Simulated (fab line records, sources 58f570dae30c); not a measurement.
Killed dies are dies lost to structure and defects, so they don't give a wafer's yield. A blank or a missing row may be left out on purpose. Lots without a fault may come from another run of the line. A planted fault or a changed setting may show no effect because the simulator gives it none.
Split-lot experiment | flow berkeley_cmos170 | 5 lots, 27 wafers read, on a route of 331 steps

THE SPLIT
At UCB170_ACTIVE_CVD_05 (deposits Si3N4 from SiH2Cl2/NH3, target thk 220 nm, time 3300 s), the setting time_s was moved away from the recipe's 3300 s on 12 of the 27 wafers read, by -27.5% to +45.2%. The other wafers ran this setting at the recipe's value.

The file shows no step between the split and the reading.

THE READING
ACTIVE_NITRIDE_THK, in nm, at UCB170_ACTIVE_THK_MEAS_06. Fault-free wafers of this fab line usually give 220.8 nm, standard deviation 1.9 nm.

wafer  | tool, chamber at the split | time_s as run, s | against the recipe | ACTIVE_NITRIDE_THK, nm | against lot-mates on the recipe
L076.1 | -, -                       | 3300             | recipe             | 222.0                  | -
L076.2 | -, -                       | 3300             | recipe             | 220.2                  | -
L076.3 | -, -                       | 3300             | recipe             | 222.5                  | -
L076.4 | -, -                       | 3300             | recipe             | 220.5                  | -
L076.5 | -, -                       | 3300             | recipe             | 221.3                  | -
L076.6 | -, -                       | 3300             | recipe             | 221.6                  | -
L079.1 | -, -                       | 4791             | +45.2%             | 320.9                  | no lot-mate on the recipe
L079.2 | -, -                       | 4791             | +45.2%             | 323.4                  | no lot-mate on the recipe
L079.3 | -, -                       | 4791             | +45.2%             | 321.8                  | no lot-mate on the recipe
L079.4 | -, -                       | 4791             | +45.2%             | 319.6                  | no lot-mate on the recipe
L079.5 | -, -                       | 4791             | +45.2%             | 322.2                  | no lot-mate on the recipe
L079.6 | -, -                       | 4791             | +45.2%             | 321.1                  | no lot-mate on the recipe
L083.1 | -, -                       | 2391             | -27.5%             | 160.4                  | no lot-mate on the recipe
L083.2 | -, -                       | 2391             | -27.5%             | 161.5                  | no lot-mate on the recipe
L083.3 | -, -                       | 2391             | -27.5%             | 159.7                  | no lot-mate on the recipe
L083.4 | -, -                       | 2391             | -27.5%             | 161.2                  | no lot-mate on the recipe
L083.5 | -, -                       | 2391             | -27.5%             | 162.1                  | no lot-mate on the recipe
L083.6 | -, -                       | 2391             | -27.5%             | 160.4                  | no lot-mate on the recipe
L080.3 | lpcvd-01, 0                | 3300             | recipe             | 225.0                  | -
L080.4 | lpcvd-01, 0                | 3300             | recipe             | 224.6                  | -
L080.6 | lpcvd-01, 0                | 3300             | recipe             | 224.8                  | -
L085.1 | -, -                       | 3300             | recipe             | 220.8                  | -
L085.2 | -, -                       | 3300             | recipe             | 219.8                  | -
L085.3 | -, -                       | 3300             | recipe             | 220.3                  | -
L085.4 | -, -                       | 3300             | recipe             | 218.1                  | -
L085.5 | -, -                       | 3300             | recipe             | 219.2                  | -
L085.6 | -, -                       | 3300             | recipe             | 220.6                  | -

THE FIT
A straight line over all 27 wafers: ACTIVE_NITRIDE_THK changes by +2.21 nm for each +1% of time_s; r = +1.00; the points scatter about the line by 1.7 nm.
Too few moved wafers have a lot-mate on the recipe to fit a line with each lot's own level taken away.

THE WHOLE CHAIN: every reading that the file lists as answering this split, in the file's order
step                      | what it does                                                    | reading                                                                        | change (the file's fit)              | r (the file's)
UCB170_ACTIVE_CVD_05      | deposits Si3N4 from SiH2Cl2/NH3, target thk 220 nm, time 3300 s | Si3N4_of_ACTIVE_CVD_05.thk_nm (the simulator's own value, which no gauge read) | +2.21 nm for each +1% of the setting | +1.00
UCB170_ACTIVE_THK_MEAS_06 |                                                                 | ACTIVE_NITRIDE_THK                                                             | +2.21 for each +1% of the setting    | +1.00

THE FILE'S OWN FIT
ACTIVE_NITRIDE_THK changes by +2.21 nm for each +1% of time_s, r = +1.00.
